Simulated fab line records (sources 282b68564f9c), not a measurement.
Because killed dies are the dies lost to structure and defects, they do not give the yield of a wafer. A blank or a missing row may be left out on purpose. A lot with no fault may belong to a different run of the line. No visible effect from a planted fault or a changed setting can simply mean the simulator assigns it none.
fab line records + flow rit_cmos
[record]
- lots = 14
- wafers = 42
- last_day = 7
route steps=202 shown ACTIVE@15 FOX2@27 NWELL@38 CONTACT@173 M1@202
lots that met no fault: from a run of the same line without faults
start_h: the number of hours between the record's first day and the start of the first shown wafer of the lot + wait_h: how many hours have passed since the lot's step before this one + " the same as in the row above + L1.1+2: a single row standing in for several wafers + - no value, or no start was given + * or withheld: withheld + < > ~ a bound
route shown NAME@n: NAME is a module with steps in the file, n the number in the route of the first one + usual: mean/standard deviation taken from wafers without a fault + same: alike in all rows + chamber/n: place in a boat + sites: readings site by site + _std_site: how widely they spread, as a standard deviation + _edge_site: outer sites' mean less inner sites' + radius_mm: for every site, how far away it sits from the centre of the wafer + mask NAME#n: copy n + behind: the last tool/chamber to shape the wafer + hold: why the lot was held/for how many hours/how that ended + device: whichever transistor did not switch (one of n, p or np) + end of line: tests run on the same wafers once the route is complete + where a step has no rows: the recipe by itself + killed: not the wafer's yield, but the dies lost to structure and defects at the first sort + map: dies across one wafer; x = killed, . = not, _ = none there
set.NAME: the setting the step ran with; set.NAME@STEP: the setting that earlier step ran with + model.NAME: the simulator's own value behind a step, which no gauge read
steps of the route over a sample of lots; a table a step, a row a wafer
services: the hour from which a tool's chamber was out of use, counted from the record's first day as start_h (under 0 if before that day), plus the number of hours and why
[[steps]]
[step RIT_ACTIVE_STRIP_14]
[recipe]
- chemistry = O2
- time_s = 180
- resist = NOVOLAK
- platen_temp_c = withheld
- power_w = 500
- pressure_mtorr = 4000
- o2_flow_sccm = 4000
[usual]
- drypump_motor_current_A = 5.6/0.39
| lot.wafer | tool            | chamber | start_h | wait_h | drypump_motor_current_A | rf_hours_counter_h |
|-----------|-----------------|---------|---------|--------|-------------------------|--------------------|
| L892.2    | plasma_asher-02 | 0       | 14.91   | 0.1    | 5.2                     | 36                 |
| L892.3    | "               | 1       | "       | "      | 5.5                     | -                  |
| L892.6    | "               | 0       | "       | "      | 5.2                     | -                  |
| L894.2    | plasma_asher-02 | 0       | 24.89   | 0.1    | 5.2                     | 37                 |
| L894.3    | "               | 0       | "       | "      | 5.2                     | -                  |
| L894.5    | "               | 1       | "       | "      | 5.5                     | -                  |
| L895.2    | plasma_asher-03 | 1       | 29.84   | 0.1    | 5.5                     | 25                 |
| L895.3    | "               | 1       | "       | "      | 5.5                     | -                  |
| L895.5    | "               | 1       | "       | "      | 5.5                     | -                  |
| L897.1    | plasma_asher-02 | 1       | 40.55   | 0.1    | 5.5                     | 40                 |
| L897.5    | "               | 1       | "       | "      | 5.5                     | -                  |
| L897.6    | "               | 0       | "       | "      | 5.2                     | -                  |
| L898.2    | plasma_asher-02 | 0       | 44.97   | 0.1    | 5.2                     | 40                 |
| L898.5    | "               | 1       | "       | "      | 5.5                     | -                  |
| L898.6    | "               | 0       | "       | "      | 5.2                     | -                  |
| L899.4    | plasma_asher-02 | 1       | 50.01   | 0.1    | 5.5                     | -                  |
| L899.5    | "               | 0       | "       | "      | 5.2                     | -                  |
| L899.6    | "               | 1       | "       | "      | 5.5                     | -                  |
| L900.2    | plasma_asher-02 | 0       | 54.97   | 0.1    | 5.2                     | 42                 |
| L900.5    | "               | 0       | "       | "      | 5.2                     | -                  |
| L900.6    | "               | 1       | "       | "      | 5.5                     | -                  |
| L901.1    | plasma_asher-01 | 1       | 59.84   | 0.1    | 5.4                     | 36                 |
| L901.2    | "               | 0       | "       | "      | 6.1                     | 36                 |
| L901.4    | "               | 1       | "       | "      | 5.4                     | -                  |
| L902.1    | plasma_asher-01 | 0       | 64.97   | 0.1    | 6.1                     | 37                 |
| L902.3    | "               | 1       | "       | "      | 5.4                     | -                  |
| L902.6    | "               | 1       | "       | "      | 5.4                     | -                  |
| L904.1    | plasma_asher-03 | 1       | 74.84   | 0.1    | 5.5                     | 31                 |
| L904.2    | "               | 0       | "       | "      | 6.3                     | 31                 |
| L904.5    | "               | 1       | "       | "      | 5.5                     | -                  |
| L905.2    | plasma_asher-02 | 1       | 79.84   | 0.1    | 5.5                     | 44                 |
| L905.3    | "               | 1       | "       | "      | 5.5                     | -                  |
| L905.5    | "               | 0       | "       | "      | 5.2                     | -                  |
| L910.2    | plasma_asher-03 | 0       | 105.55  | 0.1    | 6.3                     | 34                 |
| L910.4    | "               | 1       | "       | "      | 5.5                     | -                  |
| L910.6    | "               | 1       | "       | "      | 5.5                     | -                  |
| L912.1    | plasma_asher-01 | 1       | 114.97  | 0.1    | 5.4                     | 43                 |
| L912.4    | "               | 0       | "       | "      | 6.1                     | -                  |
| L912.5    | "               | 0       | "       | "      | 6.2                     | -                  |
| L913.1    | plasma_asher-03 | 1       | 119.97  | 0.1    | 5.5                     | 36                 |
| L913.4    | "               | 1       | "       | "      | 5.6                     | -                  |
| L913.5    | "               | 0       | "       | "      | 6.3                     | -                  |
[step RIT_FOX2_THK_MEAS_90]
[recipe]
- reads = SiO2_of_FOX2_OXIDATION_00
[usual]
- FIELD_OXIDE_LEFT_1_THK = 325/6.3
| lot.wafer | tool          | chamber | start_h | wait_h | FIELD_OXIDE_LEFT_1_THK[nm] |
|-----------|---------------|---------|---------|--------|----------------------------|
| L892.2    | film_metro-02 | -       | 21.15   | 0.0    | 331                        |
| L892.3    | "             | -       | "       | "      | 331                        |
| L892.6    | "             | -       | "       | "      | 331                        |
| L894.2    | film_metro-01 | -       | 30.35   | 0.0    | 321                        |
| L894.3    | "             | -       | "       | "      | 331                        |
| L894.5    | "             | -       | "       | "      | 328                        |
| L895.2    | film_metro-01 | -       | 35.79   | 0.0    | 317                        |
| L895.3    | "             | -       | "       | "      | 316                        |
| L895.5    | "             | -       | "       | "      | 316                        |
| L897.1    | film_metro-01 | -       | 45.07   | 0.0    | 319                        |
| L897.5    | "             | -       | "       | "      | 321                        |
| L897.6    | "             | -       | "       | "      | 325                        |
| L898.2    | film_metro-01 | -       | 49.50   | 0.0    | 328                        |
| L898.5    | "             | -       | "       | "      | 329                        |
| L898.6    | "             | -       | "       | "      | 325                        |
| L899.4    | film_metro-02 | -       | 55.10   | 0.0    | 329                        |
| L899.5    | "             | -       | "       | "      | 324                        |
| L899.6    | "             | -       | "       | "      | 330                        |
| L900.2    | film_metro-01 | -       | 59.57   | 0.0    | 325                        |
| L900.5    | "             | -       | "       | "      | 325                        |
| L900.6    | "             | -       | "       | "      | 330                        |
| L901.1    | film_metro-01 | -       | 65.26   | 0.0    | 320                        |
| L901.2    | "             | -       | "       | "      | 313                        |
| L901.4    | "             | -       | "       | "      | 313                        |
| L902.1    | film_metro-01 | -       | 69.31   | 0.0    | 326                        |
| L902.3    | "             | -       | "       | "      | 322                        |
| L902.6    | "             | -       | "       | "      | 318                        |
| L904.1    | film_metro-01 | -       | 79.37   | 0.0    | 326                        |
| L904.2    | "             | -       | "       | "      | 326                        |
| L904.5    | "             | -       | "       | "      | 325                        |
| L905.2    | film_metro-02 | -       | 84.37   | 0.0    | 324                        |
| L905.3    | "             | -       | "       | "      | 319                        |
| L905.5    | "             | -       | "       | "      | 322                        |
| L910.2    | film_metro-02 | -       | 109.92  | 0.0    | 328                        |
| L910.4    | "             | -       | "       | "      | 328                        |
| L910.6    | "             | -       | "       | "      | 330                        |
| L912.1    | film_metro-01 | -       | 119.40  | 0.0    | 319                        |
| L912.4    | "             | -       | "       | "      | 321                        |
| L912.5    | "             | -       | "       | "      | 319                        |
| L913.1    | film_metro-03 | -       | 124.41  | 0.0    | 332                        |
| L913.4    | "             | -       | "       | "      | 329                        |
| L913.5    | "             | -       | "       | "      | 332                        |
[step RIT_NWELL_TW_MEAS_10]
[usual]
- NWELL_TW = 2139/14
| lot.wafer | tool          | chamber | start_h | wait_h | NWELL_TW |
|-----------|---------------|---------|---------|--------|----------|
| L892.2    | film_metro-01 | -       | 22.83   | 0.1    | 2126     |
| L892.3    | "             | -       | "       | "      | 2117     |
| L892.6    | "             | -       | "       | "      | 2124     |
| L894.2    | film_metro-04 | -       | 32.03   | 0.1    | 2156     |
| L894.3    | "             | -       | "       | "      | 2163     |
| L894.5    | "             | -       | "       | "      | 2152     |
| L895.2    | film_metro-03 | -       | 37.34   | 0.1    | 2159     |
| L895.3    | "             | -       | "       | "      | 2135     |
| L895.5    | "             | -       | "       | "      | 2139     |
| L897.1    | film_metro-03 | -       | 46.75   | 0.1    | 2147     |
| L897.5    | "             | -       | "       | "      | 2141     |
| L897.6    | "             | -       | "       | "      | 2143     |
| L898.2    | film_metro-01 | -       | 51.15   | 0.1    | 2113     |
| L898.5    | "             | -       | "       | "      | 2138     |
| L898.6    | "             | -       | "       | "      | 2122     |
| L899.4    | film_metro-01 | -       | 56.65   | 0.1    | 2113     |
| L899.5    | "             | -       | "       | "      | 2125     |
| L899.6    | "             | -       | "       | "      | 2124     |
| L900.2    | film_metro-03 | -       | 61.12   | 0.1    | 2138     |
| L900.5    | "             | -       | "       | "      | 2146     |
| L900.6    | "             | -       | "       | "      | 2141     |
| L901.1    | film_metro-04 | -       | 67.01   | 0.1    | 2148     |
| L901.2    | "             | -       | "       | "      | 2152     |
| L901.4    | "             | -       | "       | "      | 2144     |
| L902.1    | film_metro-03 | -       | 70.99   | 0.1    | 2159     |
| L902.3    | "             | -       | "       | "      | 2149     |
| L902.6    | "             | -       | "       | "      | 2149     |
| L904.1    | film_metro-03 | -       | 81.06   | 0.1    | 2156     |
| L904.2    | "             | -       | "       | "      | 2149     |
| L904.5    | "             | -       | "       | "      | 2151     |
| L905.2    | film_metro-03 | -       | 86.07   | 0.1    | 2163     |
| L905.3    | "             | -       | "       | "      | 2139     |
| L905.5    | "             | -       | "       | "      | 2131     |
| L910.2    | film_metro-04 | -       | 111.66  | 0.1    | 2149     |
| L910.4    | "             | -       | "       | "      | 2144     |
| L910.6    | "             | -       | "       | "      | 2150     |
| L912.1    | film_metro-04 | -       | 120.95  | 0.1    | 2151     |
| L912.4    | "             | -       | "       | "      | 2146     |
| L912.5    | "             | -       | "       | "      | 2149     |
| L913.1    | film_metro-03 | -       | 125.96  | 0.1    | 2155     |
| L913.4    | "             | -       | "       | "      | 2140     |
| L913.5    | "             | -       | "       | "      | 2143     |
[step RIT_CONTACT_EXPOSE_05]
[recipe]
- mask_id = M11
- na = 0.6
- source_shape = conventional
- sigma_outer = 0.5
- target_cd_nm = 1000
- dose_mj = 250
[usual]
- exposure_dose_mJ_cm2 = 250.03/0.25
- focus_offset_nm = 0.0/0.51
| lot.wafer | tool             | chamber | start_h | wait_h | mask  | exposure_dose_mJ_cm2 | focus_offset_nm |
|-----------|------------------|---------|---------|--------|-------|----------------------|-----------------|
| L892.2    | iline_stepper-02 | 0       | 52.55   | 0.2    | M11#0 | 250.60               | 0.7             |
| L892.3    | "                | 0       | "       | "      | M11#0 | 249.90               | 0.9             |
| L892.6    | "                | 0       | "       | "      | M11#0 | 249.78               | 0.2             |
| L894.2    | iline_stepper-01 | 0       | 64.18   | 0.2    | M11#0 | 250.16               | 0.1             |
| L894.3    | "                | 0       | "       | "      | M11#0 | 249.99               | 0.0             |
| L894.5    | "                | 0       | "       | "      | M11#0 | 250.29               | -0.5            |
| L895.2    | iline_stepper-02 | 0       | 67.98   | 0.2    | M11#0 | 249.78               | 0.3             |
| L895.3    | "                | 0       | "       | "      | M11#0 | 250.15               | 0.3             |
| L895.5    | "                | 0       | "       | "      | M11#0 | 250.07               | 0.1             |
| L897.1    | iline_stepper-02 | 0       | 76.72   | 0.2    | M11#0 | 250.60               | 0.0             |
| L897.5    | "                | 0       | "       | "      | M11#0 | 250.13               | -0.3            |
| L897.6    | "                | 0       | "       | "      | M11#0 | 249.82               | 0.0             |
| L898.2    | iline_stepper-02 | 0       | 81.10   | 0.1    | M11#0 | 249.97               | -0.3            |
| L898.5    | "                | 0       | "       | "      | M11#0 | 250.16               | 0.1             |
| L898.6    | "                | 0       | "       | "      | M11#0 | 249.91               | -0.6            |
| L899.4    | iline_stepper-01 | 0       | 87.36   | 0.2    | M11#0 | 250.23               | 0.1             |
| L899.5    | "                | 0       | "       | "      | M11#0 | 250.50               | -0.4            |
| L899.6    | "                | 0       | "       | "      | M11#0 | 250.06               | -0.8            |
| L900.2    | iline_stepper-02 | 0       | 92.00   | 0.2    | M11#0 | 249.68               | -0.4            |
| L900.5    | "                | 0       | "       | "      | M11#0 | 250.10               | 0.0             |
| L900.6    | "                | 0       | "       | "      | M11#0 | 250.28               | -0.1            |
| L901.1    | iline_stepper-01 | 0       | 97.42   | 0.2    | M11#0 | 250.02               | 0.1             |
| L901.2    | "                | 0       | "       | "      | M11#0 | 250.09               | 0.4             |
| L901.4    | "                | 0       | "       | "      | M11#0 | 249.73               | -0.3            |
| L902.1    | iline_stepper-02 | 0       | 101.24  | 0.2    | M11#0 | 250.05               | 0.5             |
| L902.3    | "                | 0       | "       | "      | M11#0 | 250.25               | 0.6             |
| L902.6    | "                | 0       | "       | "      | M11#0 | 249.96               | 0.9             |
| L904.1    | iline_stepper-02 | 0       | 110.44  | 0.2    | M11#0 | 250.06               | 0.1             |
| L904.2    | "                | 0       | "       | "      | M11#0 | 249.82               | 0.3             |
| L904.5    | "                | 0       | "       | "      | M11#0 | 249.99               | 0.1             |
| L905.2    | iline_stepper-02 | 0       | 116.85  | 0.1    | M11#0 | 250.34               | 0.3             |
| L905.3    | "                | 0       | "       | "      | M11#0 | 249.92               | 0.4             |
| L905.5    | "                | 0       | "       | "      | M11#0 | 249.91               | 1.3             |
| L910.2    | iline_stepper-01 | 0       | 141.22  | 0.2    | M11#0 | 240.52               | 0.0             |
| L910.4    | "                | 0       | "       | "      | M11#0 | 240.72               | 0.2             |
| L910.6    | "                | 0       | "       | "      | M11#0 | 240.74               | -0.2            |
| L912.1    | iline_stepper-02 | 0       | 150.79  | 0.1    | M11#0 | 250.61               | -0.5            |
| L912.4    | "                | 0       | "       | "      | M11#0 | 250.32               | -0.2            |
| L912.5    | "                | 0       | "       | "      | M11#0 | 250.16               | -0.5            |
| L913.1    | iline_stepper-01 | 0       | 156.69  | 0.2    | M11#0 | 242.17               | -1.2            |
| L913.4    | "                | 0       | "       | "      | M11#0 | 242.57               | -1.1            |
| L913.5    | "                | 0       | "       | "      | M11#0 | 242.38               | -0.4            |
[step RIT_CONTACT_CD_MEAS_08]
[recipe]
- target_cd_nm = 1000
[usual]
- cd_nm = 999.9/2.7
| lot.wafer | tool      | chamber | start_h | wait_h | cd_nm  |
|-----------|-----------|---------|---------|--------|--------|
| L892.2    | cd_sem-01 | -       | 53.07   | -      | 1003.4 |
| L892.3    | "         | -       | "       | "      | 1004.4 |
| L892.6    | "         | -       | "       | "      | 1005.2 |
| L894.2    | cd_sem-02 | -       | 64.71   | -      | 1002.1 |
| L894.3    | "         | -       | "       | "      | 1001.8 |
| L894.5    | "         | -       | "       | "      | 1002.6 |
| L895.2    | cd_sem-01 | -       | 68.50   | -      | 1006.3 |
| L895.3    | "         | -       | "       | "      | 1005.9 |
| L895.5    | "         | -       | "       | "      | 1005.7 |
| L897.1    | cd_sem-02 | -       | 77.36   | -      | 993.7  |
| L897.5    | "         | -       | "       | "      | 996.2  |
| L897.6    | "         | -       | "       | "      | 994.8  |
| L898.2    | cd_sem-01 | -       | 81.66   | -      | 998.6  |
| L898.5    | "         | -       | "       | "      | 1000.4 |
| L898.6    | "         | -       | "       | "      | 999.5  |
| L899.4    | cd_sem-01 | -       | 87.88   | -      | 997.4  |
| L899.5    | "         | -       | "       | "      | 998.3  |
| L899.6    | "         | -       | "       | "      | 995.0  |
| L900.2    | cd_sem-01 | -       | 92.52   | -      | 996.9  |
| L900.5    | "         | -       | "       | "      | 997.8  |
| L900.6    | "         | -       | "       | "      | 996.4  |
| L901.1    | cd_sem-02 | -       | 97.93   | -      | 1001.1 |
| L901.2    | "         | -       | "       | "      | 997.5  |
| L901.4    | "         | -       | "       | "      | 1001.3 |
| L902.1    | cd_sem-02 | -       | 101.75  | -      | 1001.2 |
| L902.3    | "         | -       | "       | "      | 1003.1 |
| L902.6    | "         | -       | "       | "      | 1004.0 |
| L904.1    | cd_sem-01 | -       | 111.07  | -      | 1000.0 |
| L904.2    | "         | -       | "       | "      | 998.4  |
| L904.5    | "         | -       | "       | "      | 999.4  |
| L905.2    | cd_sem-02 | -       | 117.36  | -      | 998.1  |
| L905.3    | "         | -       | "       | "      | 997.9  |
| L905.5    | "         | -       | "       | "      | 995.6  |
| L910.2    | cd_sem-01 | -       | 141.85  | -      | 986.2  |
| L910.4    | "         | -       | "       | "      | 985.3  |
| L910.6    | "         | -       | "       | "      | 989.2  |
| L912.1    | cd_sem-01 | -       | 151.31  | -      | 999.7  |
| L912.4    | "         | -       | "       | "      | 999.3  |
| L912.5    | "         | -       | "       | "      | 1000.3 |
| L913.1    | cd_sem-01 | -       | 157.20  | -      | 988.4  |
| L913.4    | "         | -       | "       | "      | 989.7  |
| L913.5    | "         | -       | "       | "      | 989.2  |
[step RIT_M1_PROBE_99]
[usual]
- killed_at_contacts = 0.1/0.23
- killed_at_front_end = 7/3.1
- killed_dies = 7/3.1
- killed_open = 3.4/2.1
- killed_short = 3.5/2
[same]
- gross_dies = 264
- killed_at_M0_to_M3 = 0
- killed_at_M4_up = 0
- killed_at_back_side = 0
- killed_at_other = 0
| lot.wafer | tool      | chamber | start_h | wait_h | killed_at_contacts | killed_at_front_end | killed_dies | killed_open | killed_short |
|-----------|-----------|---------|---------|--------|--------------------|---------------------|-------------|-------------|--------------|
| L910.2    | prober-01 | -       | 147.08  | 0.1    | 0                  | 10                  | 10          | 6           | 4            |
| L910.4    | prober-01 | -       | 147.18  | 0.2    | 0                  | 5                   | 5           | 3           | 2            |
| L910.6    | prober-01 | -       | 147.28  | 0.2    | 0                  | 4                   | 4           | 2           | 2            |
| L912.1    | prober-01 | -       | 156.46  | 0.1    | 0                  | 9                   | 9           | 8           | 1            |
| L912.4    | prober-01 | -       | 156.61  | 0.2    | 0                  | 11                  | 11          | 5           | 6            |
| L912.5    | prober-01 | -       | 156.66  | 0.2    | 0                  | 5                   | 5           | 1           | 4            |
// killed by level:class
L910.2 FOX1:geometric_particle:short=2 REOX:geometric_particle:open=2 SILICIDE:geometric_particle:open=2 FOX1:geometric_particle:open=1 FOX2:geometric_particle:short=1 GATE:geometric_particle:open=1 REOX:geometric_particle:short=1
L910.4 GATE:geometric_particle:open=2 FOX1:geometric_particle:short=1 GATE:geometric_particle:short=1 SPACER:geometric_particle:open=1
L910.6 GATE:geometric_particle:short=2 GATE:geometric_particle:open=1 SPACER:geometric_particle:open=1
L912.1 GATE:geometric_particle:open=6 FOX1:geometric_particle:short=1 REOX:geometric_particle:open=1 SPACER:geometric_particle:open=1
L912.4 GATE:geometric_particle:short=4 GATE:geometric_particle:open=4 FOX1:geometric_particle:short=1 FOX2:geometric_particle:short=1 REOX:geometric_particle:open=1
L912.5 GATE:geometric_particle:short=3 SPACER:geometric_particle:open=1 SPACER:geometric_particle:short=1
[[services]]
| tool             | chamber | start_h | hours | kind       |
|------------------|---------|---------|-------|------------|
| iline_stepper-01 | -       | -4.77   | 4.4   | repair     |
| plasma_asher-01  | -       | 6.28    | 39.1  | repair     |
| plasma_asher-01  | -       | 26.78   | 5.5   | repair     |
| plasma_asher-01  | -       | 46.76   | 12.8  | repair     |
| iline_stepper-02 | -       | 47.05   | 1.7   | pm         |
| plasma_asher-02  | -       | 69.46   | 7.5   | repair     |
| plasma_asher-03  | -       | 93.85   | 2.8   | pm         |
| plasma_asher-02  | -       | 108.75  | 9.0   | pm         |
| plasma_asher-02  | 0       | 108.75  | 9.0   | vent_cycle |
| plasma_asher-02  | 1       | 108.75  | 9.0   | vent_cycle |
| plasma_asher-02  | 0       | 117.75  | -     | clean      |
| plasma_asher-02  | 1       | 117.75  | -     | clean      |
| plasma_asher-01  | -       | 120.14  | 15.6  | pm         |
| iline_stepper-01 | -       | 122.91  | 1.7   | pm         |
[[key]]
[first_sign]
- step = RIT_CONTACT_EXPOSE_05
- reading = exposure_dose_mJ_cm2
- direction = down
- sigmas = 34
- usual = 250.03
- struck = 241.52
[effect]
- step = RIT_CONTACT_CD_MEAS_08
- reading = cd_nm
- direction = down
- sigmas = 4.5
- usual = 999.9
- struck = 988.0
- through = control_loop
met_at RIT_CONTACT_EXPOSE_05
struck_lots L910,L913
tester_left_out L910,L913
[loop_trim]
- step = RIT_CONTACT_EXPOSE_05
- setting = dose
- lots = L913
not_acting_at RIT_ACTIVE_STRIP_14,RIT_FOX2_THK_MEAS_90,RIT_NWELL_TW_MEAS_10
onset_between 97.42 141.22
[fault]
- kind = process_parameter_drift
- tool = iline_stepper-01
- chamber = -
- onset_h = 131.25
- steps = RIT_CONTACT_EXPOSE_05
- channel = dose_mj
- offset = -9.3987
- shape = step
- acts_in = these_recipes_only
- stated = 250
// tester_left_out: of these lots the tester's yield and bins aren't shown, on N5 and GAA mostly nor the transistor test; their killed dies are dies lost to structure and defects alone, not to doping, threshold or leakage, so they don't give the yield
// loop_trim: a control loop set the setting to another value than it would have without faults
